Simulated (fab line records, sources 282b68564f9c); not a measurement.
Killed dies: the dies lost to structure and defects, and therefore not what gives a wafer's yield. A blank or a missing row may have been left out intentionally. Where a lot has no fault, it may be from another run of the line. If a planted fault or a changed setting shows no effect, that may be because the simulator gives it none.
Split-lot study || flow ritCmos || 5 lots, 23 wafers read, on a route of 202 steps

## THE SPLIT
At RIT_PRETRO_COAT_01 (resist thk 1300 nm), the setting resistThkNm was moved away from the recipe's 1300 nm on 9 of the 23 wafers read, by +4.1% to +5.8%. All remaining wafers had this setting at the recipe value.

No step appears in the file between the split and the reading.

## THE READING
NOVOLAK_of_PRETRO_COAT_01.thkNm (the simulator's own value, which no gauge read), in nm, at RIT_PRETRO_HARDBAKE_07 (time 120 s). The file gives no usual value for it. The 14 wafers here that ran the recipe average 1139 nm, standard deviation 3.5 nm.

{"wafer": "L074.1", "tool, chamber at the split": "lithoTrack-02, 0", "resistThkNm as run, nm": 1375, "against the recipe": "+5.8%", "NOVOLAK_of_PRETRO_COAT_01.thkNm, nm": 1202, "against lot-mates on the recipe": "+68"}
{"wafer": "L074.2", "tool, chamber at the split": "lithoTrack-02, 0", "resistThkNm as run, nm": 1300, "against the recipe": "recipe", "NOVOLAK_of_PRETRO_COAT_01.thkNm, nm": 1138, "against lot-mates on the recipe": "-"}
{"wafer": "L074.4", "tool, chamber at the split": "lithoTrack-02, 0", "resistThkNm as run, nm": 1375, "against the recipe": "+5.8%", "NOVOLAK_of_PRETRO_COAT_01.thkNm, nm": 1203, "against lot-mates on the recipe": "+69"}
{"wafer": "L074.5", "tool, chamber at the split": "lithoTrack-02, 0", "resistThkNm as run, nm": 1300, "against the recipe": "recipe", "NOVOLAK_of_PRETRO_COAT_01.thkNm, nm": 1132, "against lot-mates on the recipe": "-"}
{"wafer": "L074.6", "tool, chamber at the split": "lithoTrack-02, 0", "resistThkNm as run, nm": 1300, "against the recipe": "recipe", "NOVOLAK_of_PRETRO_COAT_01.thkNm, nm": 1133, "against lot-mates on the recipe": "-"}
{"wafer": "L075.3", "tool, chamber at the split": "lithoTrack-01, 0", "resistThkNm as run, nm": 1300, "against the recipe": "recipe", "NOVOLAK_of_PRETRO_COAT_01.thkNm, nm": 1141, "against lot-mates on the recipe": "-"}
{"wafer": "L075.4", "tool, chamber at the split": "lithoTrack-01, 0", "resistThkNm as run, nm": 1300, "against the recipe": "recipe", "NOVOLAK_of_PRETRO_COAT_01.thkNm, nm": 1141, "against lot-mates on the recipe": "-"}
{"wafer": "L075.5", "tool, chamber at the split": "lithoTrack-01, 0", "resistThkNm as run, nm": 1300, "against the recipe": "recipe", "NOVOLAK_of_PRETRO_COAT_01.thkNm, nm": 1142, "against lot-mates on the recipe": "-"}
{"wafer": "L078.1", "tool, chamber at the split": "lithoTrack-03, 0", "resistThkNm as run, nm": 1363, "against the recipe": "+4.8%", "NOVOLAK_of_PRETRO_COAT_01.thkNm, nm": 1193, "against lot-mates on the recipe": "+56"}
{"wafer": "L078.2", "tool, chamber at the split": "lithoTrack-03, 0", "resistThkNm as run, nm": 1363, "against the recipe": "+4.8%", "NOVOLAK_of_PRETRO_COAT_01.thkNm, nm": 1195, "against lot-mates on the recipe": "+58"}
{"wafer": "L078.3", "tool, chamber at the split": "lithoTrack-03, 0", "resistThkNm as run, nm": 1300, "against the recipe": "recipe", "NOVOLAK_of_PRETRO_COAT_01.thkNm, nm": 1140, "against lot-mates on the recipe": "-"}
{"wafer": "L078.4", "tool, chamber at the split": "lithoTrack-03, 0", "resistThkNm as run, nm": 1363, "against the recipe": "+4.8%", "NOVOLAK_of_PRETRO_COAT_01.thkNm, nm": 1191, "against lot-mates on the recipe": "+54"}
{"wafer": "L078.5", "tool, chamber at the split": "lithoTrack-03, 0", "resistThkNm as run, nm": 1300, "against the recipe": "recipe", "NOVOLAK_of_PRETRO_COAT_01.thkNm, nm": 1135, "against lot-mates on the recipe": "-"}
{"wafer": "L079.1", "tool, chamber at the split": "lithoTrack-02, 0", "resistThkNm as run, nm": 1359, "against the recipe": "+4.5%", "NOVOLAK_of_PRETRO_COAT_01.thkNm, nm": 1191, "against lot-mates on the recipe": "+53"}
{"wafer": "L079.2", "tool, chamber at the split": "lithoTrack-02, 0", "resistThkNm as run, nm": 1300, "against the recipe": "recipe", "NOVOLAK_of_PRETRO_COAT_01.thkNm, nm": 1140, "against lot-mates on the recipe": "-"}
{"wafer": "L079.3", "tool, chamber at the split": "lithoTrack-02, 0", "resistThkNm as run, nm": 1300, "against the recipe": "recipe", "NOVOLAK_of_PRETRO_COAT_01.thkNm, nm": 1136, "against lot-mates on the recipe": "-"}
{"wafer": "L079.4", "tool, chamber at the split": "lithoTrack-02, 0", "resistThkNm as run, nm": 1359, "against the recipe": "+4.5%", "NOVOLAK_of_PRETRO_COAT_01.thkNm, nm": 1192, "against lot-mates on the recipe": "+54"}
{"wafer": "L079.6", "tool, chamber at the split": "lithoTrack-02, 0", "resistThkNm as run, nm": 1300, "against the recipe": "recipe", "NOVOLAK_of_PRETRO_COAT_01.thkNm, nm": 1139, "against lot-mates on the recipe": "-"}
{"wafer": "L081.1", "tool, chamber at the split": "lithoTrack-02, 0", "resistThkNm as run, nm": 1300, "against the recipe": "recipe", "NOVOLAK_of_PRETRO_COAT_01.thkNm, nm": 1141, "against lot-mates on the recipe": "-"}
{"wafer": "L081.2", "tool, chamber at the split": "lithoTrack-02, 0", "resistThkNm as run, nm": 1300, "against the recipe": "recipe", "NOVOLAK_of_PRETRO_COAT_01.thkNm, nm": 1144, "against lot-mates on the recipe": "-"}
{"wafer": "L081.3", "tool, chamber at the split": "lithoTrack-02, 0", "resistThkNm as run, nm": 1353, "against the recipe": "+4.1%", "NOVOLAK_of_PRETRO_COAT_01.thkNm, nm": 1190, "against lot-mates on the recipe": "+48"}
{"wafer": "L081.4", "tool, chamber at the split": "lithoTrack-02, 0", "resistThkNm as run, nm": 1300, "against the recipe": "recipe", "NOVOLAK_of_PRETRO_COAT_01.thkNm, nm": 1142, "against lot-mates on the recipe": "-"}
{"wafer": "L081.5", "tool, chamber at the split": "lithoTrack-02, 0", "resistThkNm as run, nm": 1353, "against the recipe": "+4.1%", "NOVOLAK_of_PRETRO_COAT_01.thkNm, nm": 1192, "against lot-mates on the recipe": "+50"}

FIT RESULTS
A straight line over all 23 wafers: NOVOLAK_of_PRETRO_COAT_01.thkNm changes by +11.4 nm for each +1% of resistThkNm; r = +0.99; the points scatter about the line by 3.5 nm.
The same after taking each lot's own level away (the mean of its wafers on the recipe; 23 wafers): +11.7 nm for each +1%; r = +1.00; scatter 1.8 nm.
That fit puts the effect of the largest move of resistThkNm on the reading at 67 nm.
Across the lots, their own levels run from 1134.3 to 1142.3 nm, a range of 2.3 times the standard deviation given above.
The two slopes agree, so the slope changes little with the lot-to-lot level.
Check: +67.4 nm against its lot-mates is what the line predicts for one of the wafers moved furthest among these (+5.8%) when that wafer is left out of the fit. It came out at +67.7 nm against them.

## THE OTHER SPLITS THESE WAFERS WENT THROUGH
Other splits were also applied to these wafers ahead of the reading. Each is held against what the fit with the lots' levels taken away leaves over:
{"other split on the same wafers": "RIT_ACTIVE_OXIDATION_01 oxTimeS", "wafers away from the commonest value": 18, "r with NOVOLAK_of_PRETRO_COAT_01.thkNm (lot level and that fit taken away)": "+0.22"}
{"other split on the same wafers": "RIT_ACTIVE_EXPOSE_08 doseMj", "wafers away from the commonest value": 7, "r with NOVOLAK_of_PRETRO_COAT_01.thkNm (lot level and that fit taken away)": -0.17}
{"other split on the same wafers": "RIT_ACTIVE_STRIP_14 pressureMtorr", "wafers away from the commonest value": 18, "r with NOVOLAK_of_PRETRO_COAT_01.thkNm (lot level and that fit taken away)": -0.09}
{"other split on the same wafers": "RIT_NWELL_IMPLANT_08 energyKev", "wafers away from the commonest value": 9, "r with NOVOLAK_of_PRETRO_COAT_01.thkNm (lot level and that fit taken away)": -0.25}

## THE WHOLE CHAIN: every reading that the file lists as answering this split, in the file's order
{"step": "RIT_PRETRO_COAT_01", "what it does": "resist thk 1300 nm", "reading": "NOVOLAK_of_PRETRO_COAT_01.thkNm (the simulator's own value, which no gauge read)", "change (the file's fit)": "+13.5 nm for each +1% of the setting", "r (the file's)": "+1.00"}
{"step": "RIT_PRETRO_HARDBAKE_07", "what it does": "time 120 s", "reading": "NOVOLAK_of_PRETRO_COAT_01.thkNm (the simulator's own value, which no gauge read)", "change (the file's fit)": "+11.7 nm for each +1% of the setting", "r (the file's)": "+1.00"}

## FILE'S OWN FIT
NOVOLAK_of_PRETRO_COAT_01.thkNm changes by +11.7 nm for each +1% of resistThkNm, r = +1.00.
